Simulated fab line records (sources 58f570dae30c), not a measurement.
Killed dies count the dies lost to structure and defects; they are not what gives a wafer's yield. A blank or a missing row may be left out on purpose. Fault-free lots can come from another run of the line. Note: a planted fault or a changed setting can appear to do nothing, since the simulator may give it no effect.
Which of the tools did it? | flow berkeley_cmos170 | 39 wafers from 13 lots sampled at 5 of the route's 331 steps

== WHAT EACH GAUGE READ, for each wafer ==
UCB170_PFIELD_TW_MEAS_09.
lot  | measured    | on            | PFIELD_TW
L365 | day 4 03:13 | film_metro-01 | 587 586 589
L366 | day 4 13:40 | film_metro-04 | 595 598 600
L368 | day 5 00:58 | film_metro-04 | 600 602 604
L372 | day 5 16:37 | film_metro-03 | 616 612 613
L373 | day 5 16:52 | film_metro-04 | 604 604 602
L376 | day 6 11:20 | film_metro-04 | 604 601 600
L379 | day 7 05:10 | film_metro-01 | 586 587 586
L380 | day 7 05:20 | film_metro-03 | 612 611 608
L381 | day 7 13:00 | film_metro-01 | 588 589 588
L383 | day 8 00:07 | film_metro-04 | 599 603 601
L386 | day 8 14:19 | film_metro-04 | 600 604 600
L388 | day 8 17:50 | film_metro-03 | 608 608 609
L387 | day 8 18:05 | film_metro-03 | 607 611 606

UCB170_GATE_OVL_MEAS_13.
lot  | measured     | on         | GATE_OVL (nm)
L365 | day 5 16:10  | overlay-01 | 6 5 10
L366 | day 6 02:10  | overlay-01 | -1 -7 -7
L368 | day 6 15:21  | overlay-02 | -1 -5 -9
L372 | day 7 02:56  | overlay-01 | -9 -7 -4
L373 | day 7 03:12  | overlay-01 | 18 11 14
L376 | day 8 02:35  | overlay-01 | 4 9 0
L379 | day 8 19:22  | overlay-01 | 8 11 4
L380 | day 8 19:35  | overlay-02 | -9 -7 -8
L381 | day 9 07:32  | overlay-01 | -8 2 -11
L383 | day 9 17:49  | overlay-01 | 11 10 11
L386 | day 10 10:27 | overlay-02 | 5 7 2
L388 | day 10 15:21 | overlay-01 | -4 3 -8
L387 | day 10 15:07 | overlay-02 | 8 13 4

UCB170_NSD_CD_MEAS_06: the cd target is 1200 nm.
lot  | measured     | on        | cd_nm (nm)
L365 | day 6 04:03  | cd_sem-02 | 1202.6 1200.8 1203.3
L366 | day 6 17:48  | cd_sem-01 | 1201.7 1201.1 1202.1
L368 | day 7 05:37  | cd_sem-02 | 1199.6 1199.2 1199.5
L372 | day 7 14:40  | cd_sem-02 | 1197.7 1198.8 1198.9
L373 | day 7 14:33  | cd_sem-01 | - - -
L376 | day 8 15:25  | cd_sem-01 | 1199.4 1200.4 1199.5
L379 | day 9 08:32  | cd_sem-01 | 1201.0 1201.6 1200.9
L380 | day 9 08:15  | cd_sem-02 | 1200.3 1200.3 1200.5
L381 | day 9 20:12  | cd_sem-02 | 1201.8 1201.5 1202.5
L383 | day 10 10:38 | cd_sem-02 | 1201.8 1201.4 1200.9
L386 | day 10 19:25 | cd_sem-02 | 1200.7 1200.8 1201.7
L388 | day 11 03:48 | cd_sem-02 | 1202.8 1203.1 1203.4
L387 | day 11 03:50 | cd_sem-01 | 1200.2 1201.2 1200.9

UCB170_NSD_TW_MEAS_10.
lot  | measured     | on            | NSD_TW
L365 | day 6 04:27  | film_metro-02 | 4150 4178 4179
L366 | day 6 18:12  | film_metro-02 | 4187 4154 4167
L368 | day 7 06:05  | film_metro-04 | 4183 4213 4198
L372 | day 7 15:04  | film_metro-03 | 4249 4218 4235
L373 | day 7 14:57  | film_metro-02 | 30 30 30 30 30 30
L376 | day 8 15:49  | film_metro-04 | 4199 4177 4170
L379 | day 9 08:55  | film_metro-02 | 4177 4154 4166
L380 | day 9 08:39  | film_metro-03 | 4222 4209 4240
L381 | day 9 20:35  | film_metro-03 | 4239 4206 4238
L383 | day 10 11:01 | film_metro-02 | 4188 4177 4193
L386 | day 10 19:49 | film_metro-02 | 4178 4185 4183
L388 | day 11 04:13 | film_metro-04 | 4191 4168 4206
L387 | day 11 04:13 | film_metro-02 | 4169 4172 4177

== EACH LOT AND THE TOOL THAT RAN IT (in order: tool; ch and the chambers of the sampled wafers; start) ==
lot  | UCB170_NSD_EXPOSE_03
L365 | krf_scanner-01 ch 0, day 6 02:59
L366 | krf_scanner-02 ch 0, day 6 17:24
L368 | krf_scanner-01 ch 0, day 7 04:32
L372 | krf_scanner-02 ch 0, day 7 14:16
L373 | krf_scanner-02 ch 0, day 7 14:10
L376 | krf_scanner-02 ch 0, day 8 14:42
L379 | krf_scanner-01 ch 0, day 9 08:08
L380 | krf_scanner-02 ch 0, day 9 07:52
L381 | krf_scanner-01 ch 0, day 9 19:24
L383 | krf_scanner-02 ch 0, day 10 10:05
L386 | krf_scanner-01 ch 0, day 10 18:52
L388 | krf_scanner-02 ch 0, day 11 03:20
L387 | krf_scanner-01 ch 0, day 11 03:06
- UCB170_NSD_EXPOSE_03: exposes mask NSELECT MOD, target cd 1200 nm.

== AS READ BY THE TOOLS THEMSELVES (means over the sampled wafers that have a number; for cases with no such wafer, the mark the record gives instead) ==
The record holds no such reading with a usual standard deviation.

== THE ANSWER, worked out from the rows above alone ==
Rule: what is usual is taken from the lots themselves. Put in order of their means at a reading, lots are off if they are a third of the lots or fewer, leave a main group of 4 or more, and stand apart from it by a gap of 3 or more times the standard deviation of the main group's means; of several such gaps the widest counts. A main group is skipped when, at the precision printed for the reading in the tables above, its means are all equal. A lot without any number at a reading at which 4 lots or more have one is off too. Any other lot the step has rows for is counted as sound. First the gauges in route order, then the tools' own readings, where a lot's mean is used as printed above. At the first step where some lot is off, the reading lying furthest off is the one used; lots without a number count as furthest.
Off, at UCB170_NSD_CD_MEAS_06 on cd_nm: L373. Without a number there: L373. Main group: mean 1200.9 nm, sd 1.2.
If a tool, at a process step before that reading, ran all the lots that are off and no sound lot after the first of them, it fits. Not tried: the gauges at UCB170_NSD_CD_MEAS_06; whatever is off there is also off at UCB170_NSD_TW_MEAS_10, on other tools, and gauge error can't account for it. None of those tried fits.

== WHAT WAS PUT IN BY THE SIMULATOR ==
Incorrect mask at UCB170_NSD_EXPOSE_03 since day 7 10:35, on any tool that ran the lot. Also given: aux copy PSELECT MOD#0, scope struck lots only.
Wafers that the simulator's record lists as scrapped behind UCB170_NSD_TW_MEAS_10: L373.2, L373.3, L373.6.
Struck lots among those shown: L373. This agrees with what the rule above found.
